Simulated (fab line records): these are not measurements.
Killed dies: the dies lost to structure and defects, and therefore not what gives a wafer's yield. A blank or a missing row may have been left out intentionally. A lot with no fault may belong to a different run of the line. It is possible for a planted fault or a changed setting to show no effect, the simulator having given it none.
Which tool is to blame? | flow rit_cmos | 14 lots with 42 wafers sampled at 3 steps, on a route of 202 steps

## WHAT THE GAUGES SHOWED, per wafer
RIT_M1_RS_MEAS_01: the measuring method here is four-point-probe.
lot  | measured    | on            | M1_AL_RS (ohm/sq)
L989 | day 3 06:05 | film_metro-04 | 0.0737 0.0731 0.0737
L991 | day 3 16:32 | film_metro-04 | 0.0724 0.0727 0.0723
L992 | day 3 20:07 | film_metro-04 | 0.0736 0.0729 0.0735
L993 | day 4 02:22 | film_metro-02 | 0.0740 0.0742 0.0740
L995 | day 4 11:40 | film_metro-04 | 0.0742 0.0731 0.0732
L996 | day 4 16:23 | film_metro-03 | 0.0733 0.0731 0.0726
L997 | day 4 22:15 | film_metro-03 | 0.0739 0.0736 0.0736
L998 | day 5 08:01 | film_metro-03 | 0.0734 0.0724 0.0737
L101 | day 5 18:11 | film_metro-04 | 0.0727 0.0727 0.0866
L105 | day 6 14:41 | film_metro-04 | 0.0878 0.0732 0.0729
L106 | day 6 20:04 | film_metro-03 | 0.0731 0.0734 0.0727
L108 | day 7 06:53 | film_metro-04 | 0.0741 0.0731 0.0734
L110 | day 7 14:56 | film_metro-03 | 0.0726 0.0733 0.0731
L112 | day 8 01:07 | film_metro-03 | 0.0724 0.0736 0.0735

RIT_M1_THK_MEAS_02: measures by xrf.
lot  | measured    | on            | M1_AL_THK (nm)
L989 | day 3 06:12 | film_metro-04 | 394 396 396
L991 | day 3 16:39 | film_metro-04 | 401 401 402
L992 | day 3 20:14 | film_metro-04 | 398 401 396
L993 | day 4 02:28 | film_metro-02 | 394 396 398
L995 | day 4 11:47 | film_metro-04 | 392 399 396
L996 | day 4 16:31 | film_metro-03 | 394 392 395
L997 | day 4 22:22 | film_metro-03 | 389 389 390
L998 | day 5 08:08 | film_metro-03 | 393 398 391
L101 | day 5 18:18 | film_metro-04 | 401 399 336
L105 | day 6 14:49 | film_metro-04 | 335 398 400
L106 | day 6 20:11 | film_metro-03 | 394 392 398
L108 | day 7 07:00 | film_metro-04 | 393 399 398
L110 | day 7 15:04 | film_metro-03 | 399 393 396
L112 | day 8 01:14 | film_metro-03 | 400 396 397

## TOOL THAT RAN EACH LOT (tool first, then ch and the chambers of the sampled wafers, then the start)
lot  | RIT_M1_SPUTTER_00
L989 | pvd_sputter-04, day 3 05:47
L991 | pvd_sputter-04, day 3 16:14
L992 | pvd_sputter-02, day 3 19:49
L993 | pvd_sputter-04, day 4 02:03
L995 | pvd_sputter-04, day 4 11:23
L996 | pvd_sputter-02, day 4 16:06
L997 | pvd_sputter-04, day 4 21:58
L998 | pvd_sputter-02, day 5 07:43
L101 | pvd_sputter-04, day 5 17:53
L105 | pvd_sputter-04, day 6 14:23
L106 | pvd_sputter-02, day 6 19:46
L108 | pvd_sputter-02, day 7 06:34
L110 | pvd_sputter-02, day 7 14:38
L112 | pvd_sputter-02, day 8 00:49
- RIT_M1_SPUTTER_00: material Al, target thk 400 nm, time 500 s.

## AS READ BY THE TOOLS THEMSELVES (means over the sampled wafers that have a number; for cases with no such wafer, the mark the record gives instead)
RIT_M1_SPUTTER_00.
lot  | tool           | cathode_dc_power_W (W) | chamber_pressure_pa (Pa) | throttle_valve_pct (%)
L989 | pvd_sputter-04 | 1999.8                 | 0.4002                   | 30.5
L991 | pvd_sputter-04 | 2000.2                 | 0.4003                   | 30.6
L992 | pvd_sputter-02 | 1999.9                 | 0.3997                   | 30.0
L993 | pvd_sputter-04 | 1999.8                 | 0.3998                   | 29.9
L995 | pvd_sputter-04 | 2000.0                 | 0.3994                   | 30.6
L996 | pvd_sputter-02 | 2000.1                 | 0.3998                   | 29.9
L997 | pvd_sputter-04 | 1999.6                 | 0.4000                   | 30.2
L998 | pvd_sputter-02 | 2000.3                 | 0.4003                   | 30.0
L101 | pvd_sputter-04 | 1892.5                 | 0.3994                   | 30.1
L105 | pvd_sputter-04 | 1892.6                 | 0.4003                   | 30.7
L106 | pvd_sputter-02 | 1999.8                 | 0.3999                   | 30.0
L108 | pvd_sputter-02 | 2000.0                 | 0.3996                   | 30.0
L110 | pvd_sputter-02 | 1999.9                 | 0.4004                   | 29.8
L112 | pvd_sputter-02 | 1999.6                 | 0.3992                   | 29.9

## THE ANSWER, worked out from the rows above alone
Rule: the lots themselves supply what counts as usual. The widest of any qualifying gaps counts: lots, ordered by their means at a reading, are off when they make up no more than a third of the lots, leave a main group of 4 or more, and stand apart from it by 3 or more times the standard deviation of that group's means. The tables above print the reading to a certain number of digits; a main group whose means all agree to those digits is not used. Also off: a lot with no number at a reading for which 4 or more lots have one. The other lots that the step has rows for count as sound. First the gauges in route order, then the tools' own readings, where a lot's mean is used as printed above. The first step at which some lot is off is used, and at that step the reading that is off furthest; a lot without a number counts as furthest.
Off: L101, L105, at RIT_M1_RS_MEAS_01 (M1_AL_RS). The main group has a mean of 0.0733 ohm/sq with a standard deviation of 0.00039.
If a tool, at a process step before that reading, ran all the lots that are off and no sound lot after the first of them, it fits. The gauges at RIT_M1_RS_MEAS_01 aren't tried: what is off there is off at RIT_M1_SPUTTER_00 too, on other tools, and a gauge's error can't cause that. One fits: RIT_M1_SPUTTER_00 on pvd_sputter-04. Its last sound lot is L997 (day 4 21:58), its first lot that is off L101 (day 5 17:53): a fault that began between those two fits.
The tool's own readings at RIT_M1_SPUTTER_00 bear it out: on the lots that are off they differ by more than 5 times the standard deviation of the sound lots' means. cathode_dc_power_W reads 1892.5 W there against 1999.9 W on the sound lots.

## WHAT THE SIMULATOR HAD PUT IN
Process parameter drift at RIT_M1_SPUTTER_00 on pvd_sputter-04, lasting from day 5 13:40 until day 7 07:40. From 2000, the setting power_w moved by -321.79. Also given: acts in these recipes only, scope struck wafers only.
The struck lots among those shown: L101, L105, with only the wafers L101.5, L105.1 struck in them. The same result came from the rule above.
